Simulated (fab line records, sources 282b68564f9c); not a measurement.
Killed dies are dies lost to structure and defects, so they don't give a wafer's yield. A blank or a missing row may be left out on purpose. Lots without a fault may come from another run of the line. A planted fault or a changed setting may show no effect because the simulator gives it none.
Which tool did it? | flow rit_cmos | 15 lots, 45 wafers sampled, at 2 steps of a route of 202

WHAT THE GAUGES READ, wafer by wafer
The record holds no reading of a measuring or inspecting step that can be judged against a usual standard deviation.

WHICH TOOL RAN EACH LOT (tool, then ch and the chambers of the sampled wafers, then the start)
lot  | RIT_NWELL_IMPLANT_08           | RIT_M1_PROBE_99
L371 | implanter-03 ch 0, day 1 21:32 | prober-02, day 3 19:28
L373 | implanter-04 ch 0, day 2 09:18 | prober-02, day 4 04:03
L375 | implanter-03 ch 0, day 3 01:13 | prober-02, day 4 16:40
L376 | implanter-01 ch 0, day 3 05:12 | prober-01, day 4 21:33
L378 | implanter-04 ch 0, day 3 13:07 | prober-02, day 5 10:38
L381 | implanter-01 ch 0, day 4 01:13 | prober-01, day 5 16:12
L382 | implanter-04 ch 0, day 4 05:19 | prober-02, day 5 21:57
L383 | implanter-01 ch 0, day 4 14:22 | prober-01, day 6 04:12
L384 | implanter-04 ch 0, day 4 19:35 | prober-02, day 6 07:31
L385 | implanter-01 ch 0, day 4 20:19 | prober-01, day 6 12:59
L386 | implanter-01 ch 0, day 5 04:44 | prober-02, day 6 20:04
L389 | implanter-04 ch 0, day 5 18:35 | prober-02, day 7 15:11
L391 | implanter-01 ch 0, day 6 02:59 | prober-01, day 8 11:57
L393 | implanter-01 ch 0, day 6 12:46 | prober-02, day 8 13:33
L394 | implanter-03 ch 0, day 6 17:40 | prober-02, day 8 20:00
- RIT_NWELL_IMPLANT_08
- RIT_M1_PROBE_99

WHAT THE TOOLS THEMSELVES READ (means of the sampled wafers that have a number; where no wafer has one, the mark that the record gives instead)
RIT_NWELL_IMPLANT_08. Usual: beam_energy_keV 169.99, standard deviation 0.046; beam_on_s 10.00 s, standard deviation 0.2.
lot  | tool         | beam_energy_keV | beam_on_s (s) | flag
L371 | implanter-03 | 170.03          | 9.97          |
L373 | implanter-04 | 170.03          | 10.00         |
L375 | implanter-03 | 169.98          | 10.11         |
L376 | implanter-01 | 169.99          | 10.18         |
L378 | implanter-04 | 170.00          | 9.95          |
L381 | implanter-01 | 170.02          | 10.13         |
L382 | implanter-04 | 170.03          | 9.88          |
L383 | implanter-01 | 170.03          | 10.02         |
L384 | implanter-04 | 169.95          | 9.89          |
L385 | implanter-01 | 169.99          | 9.91          |
L386 | implanter-01 | 151.11          | 10.01         | OFF
L389 | implanter-04 | 170.01          | 10.13         |
L391 | implanter-01 | 151.19          | 10.04         | OFF
L393 | implanter-01 | 151.16          | 10.01         | OFF
L394 | implanter-03 | 169.96          | 9.94          |

RIT_M1_PROBE_99. Usual: killed_at_contacts 0.1, standard deviation 0.23; killed_at_front_end 6.2, standard deviation 2.8; killed_dies 6.3, standard deviation 2.7; killed_open 3.1, standard deviation 2; killed_short 3.2, standard deviation 1.8.
lot  | tool      | killed_at_contacts | killed_at_front_end | killed_dies | killed_open | killed_short | flag
L371 | prober-02 | 0.0                | 7.7                 | 7.7         | 4.7         | 3.0          |
L373 | prober-02 | 0.0                | 5.0                 | 5.0         | 2.7         | 2.3          |
L375 | prober-02 | 0.0                | 6.7                 | 6.7         | 2.3         | 4.3          |
L376 | prober-01 | 0.0                | 6.7                 | 6.7         | 2.7         | 4.0          |
L378 | prober-02 | 0.0                | 3.3                 | 3.3         | 1.0         | 2.3          |
L381 | prober-01 | 0.3                | 3.7                 | 4.0         | 2.0         | 2.0          |
L382 | prober-02 | 0.0                | 6.3                 | 6.3         | 3.0         | 3.3          |
L383 | prober-01 | 0.0                | 6.0                 | 6.0         | 3.0         | 3.0          |
L384 | prober-02 | 0.0                | 7.3                 | 7.3         | 4.0         | 3.3          |
L385 | prober-01 | 0.0                | 8.3                 | 8.3         | 4.7         | 3.7          |
L386 | prober-02 | 0.0                | 6.0                 | 6.0         | 2.7         | 3.3          |
L389 | prober-02 | 0.0                | 4.3                 | 4.3         | 2.7         | 1.7          |
L391 | prober-01 | 0.3                | 4.3                 | 4.7         | 2.7         | 2.0          |
L393 | prober-02 | 0.0                | 5.7                 | 5.7         | 3.3         | 2.3          |
L394 | prober-02 | 0.0                | 4.7                 | 4.7         | 2.3         | 2.3          |

THE ANSWER, worked out from the rows above alone
Rule: a lot is off if the mean of its wafers that have a number lies more than 3 standard deviations from the usual mean. A lot without any number at a reading at which 4 lots or more have one is off too. The other lots that the step has rows for count as sound. The gauges are gone through in route order, then the tools' own readings, and for those a lot's mean is taken as printed above. The first step at which some lot is off is used, and at that step the reading that is off furthest; a lot without a number counts as furthest.
Off: L386, L391, L393, at RIT_NWELL_IMPLANT_08 (beam_energy_keV).
A tool fits if, at that step or a process step before it, it ran every lot that is off, and no sound lot after the first of them. One fits: implanter-01 at RIT_NWELL_IMPLANT_08. Its last sound lot is L385 (day 4 20:19), its first lot that is off L386 (day 5 04:44): a fault that began between those two fits.
The tool's own readings at RIT_NWELL_IMPLANT_08 bear it out: on the lots that are off they differ by more than 5 times the standard deviation of the sound lots' means. beam_energy_keV reads 151.15 there against 170.00 on the sound lots.

WHAT THE SIMULATOR HAD PUT IN
Process parameter drift: implanter-01, from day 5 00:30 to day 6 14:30, at RIT_NWELL_IMPLANT_08. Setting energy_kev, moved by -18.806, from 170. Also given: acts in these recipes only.
Lots struck among those shown: L386, L391, L393. The rule above found the same.
